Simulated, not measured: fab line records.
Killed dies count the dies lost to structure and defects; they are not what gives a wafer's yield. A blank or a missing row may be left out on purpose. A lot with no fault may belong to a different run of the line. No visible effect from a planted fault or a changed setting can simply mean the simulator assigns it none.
Which tool did it? -- flow ritCmos -- 45 wafers from 15 lots sampled at 2 of the route's 202 steps

WHAT EACH GAUGE READ, for each wafer
RIT_CONTACT_THK_MEAS_01.
lot,measured,on,CONTACT_TEOS_THK (nm)
L108,day 3 04:43,filmMetro-01,395 400 401
L109,day 3 09:11,filmMetro-01,394 393 397
L110,day 3 22:40,filmMetro-01,404 401 403
L113,day 4 09:24,filmMetro-04,397 408 405
L115,day 4 20:29,filmMetro-03,394 395 400
L116,day 4 21:11,filmMetro-04,797 811 809
L117,day 5 05:17,filmMetro-04,786 811 800
L119,day 5 15:25,filmMetro-04,407 404 402
L120,day 5 20:55,filmMetro-04,796 798 800
L123,day 6 10:50,filmMetro-01,400 397 407
L124,day 6 15:52,filmMetro-03,396 398 397
L126,day 7 02:29,filmMetro-01,396 405 411
L127,day 7 07:28,filmMetro-03,393 391 402
L128,day 7 10:13,filmMetro-04,398 395 401
L130,day 7 22:22,filmMetro-01,397 407 401

EACH LOT AND THE TOOL THAT RAN IT (in order: tool; ch and the chambers of the sampled wafers; start)
lot,RIT_CONTACT_CVD_00
L108,"pecvd-02 ch 0,1, day 3 04:39"
L109,"pecvd-04 ch 0,1,2, day 3 09:08"
L110,"pecvd-01 ch 0,1,2, day 3 22:37"
L113,"pecvd-01 ch 0,2, day 4 09:20"
L115,"pecvd-04 ch 1,2, day 4 20:25"
L116,"pecvd-01 ch 1,2, day 4 20:54"
L117,"pecvd-02 ch 0,1, day 5 05:01"
L119,"pecvd-01 ch 0,1,2, day 5 15:22"
L120,"pecvd-02 ch 0,1,2, day 5 20:38"
L123,"pecvd-02 ch 0,1,2, day 6 10:47"
L124,"pecvd-04 ch 0,1,2, day 6 15:49"
L126,"pecvd-02 ch 0,1,2, day 7 02:25"
L127,"pecvd-04 ch 0,1,2, day 7 07:25"
L128,"pecvd-01 ch 0,1,2, day 7 10:10"
L130,"pecvd-04 ch 0,2, day 7 22:17"
- RIT_CONTACT_CVD_00: deposits SiO2 from TEOS, target thk 400 nm, time 61 s.

WHAT THE TOOLS THEMSELVES READ (means of the sampled wafers that have a number; where no wafer has one, the mark that the record gives instead)
RIT_CONTACT_CVD_00.
lot,tool,heaterPowerW (W)
L108,pecvd-02,290
L109,pecvd-04,361
L110,pecvd-01,333
L113,pecvd-01,269
L115,pecvd-04,382
L116,pecvd-01,315
L117,pecvd-02,332
L119,pecvd-01,332
L120,pecvd-02,334
L123,pecvd-02,318
L124,pecvd-04,366
L126,pecvd-02,326
L127,pecvd-04,354
L128,pecvd-01,274
L130,pecvd-04,351

THE ANSWER, worked out from the rows above alone
Rule: the lots themselves supply what counts as usual. Put in order of their means at a reading, lots are off if they are a third of the lots or fewer, leave a main group of 4 or more, and stand apart from it by a gap of 3 or more times the standard deviation of the main group's means; of several such gaps the widest counts. If all means in a main group match to the digits the tables above print for the reading, that group is not used. A lot without any number at a reading at which 4 lots or more have one is off too. Where the step has rows for the other lots, those lots are counted as sound. First the gauges in route order, then the tools' own readings, where a lot's mean is used as printed above. At the first step where some lot is off, the reading lying furthest off is the one used; lots without a number count as furthest.
Off: at RIT_CONTACT_THK_MEAS_01 (CONTACT_TEOS_THK), L116, L117, L120. Mean 400 nm and standard deviation 3.4 in the main group.
If a tool, at a process step before that reading, ran all the lots that are off and no sound lot after the first of them, it fits. Those tools and the gauges at RIT_CONTACT_THK_MEAS_01 are tried in the same way. Not one of the candidates tried fits.

WHAT THE SIMULATOR PUT IN
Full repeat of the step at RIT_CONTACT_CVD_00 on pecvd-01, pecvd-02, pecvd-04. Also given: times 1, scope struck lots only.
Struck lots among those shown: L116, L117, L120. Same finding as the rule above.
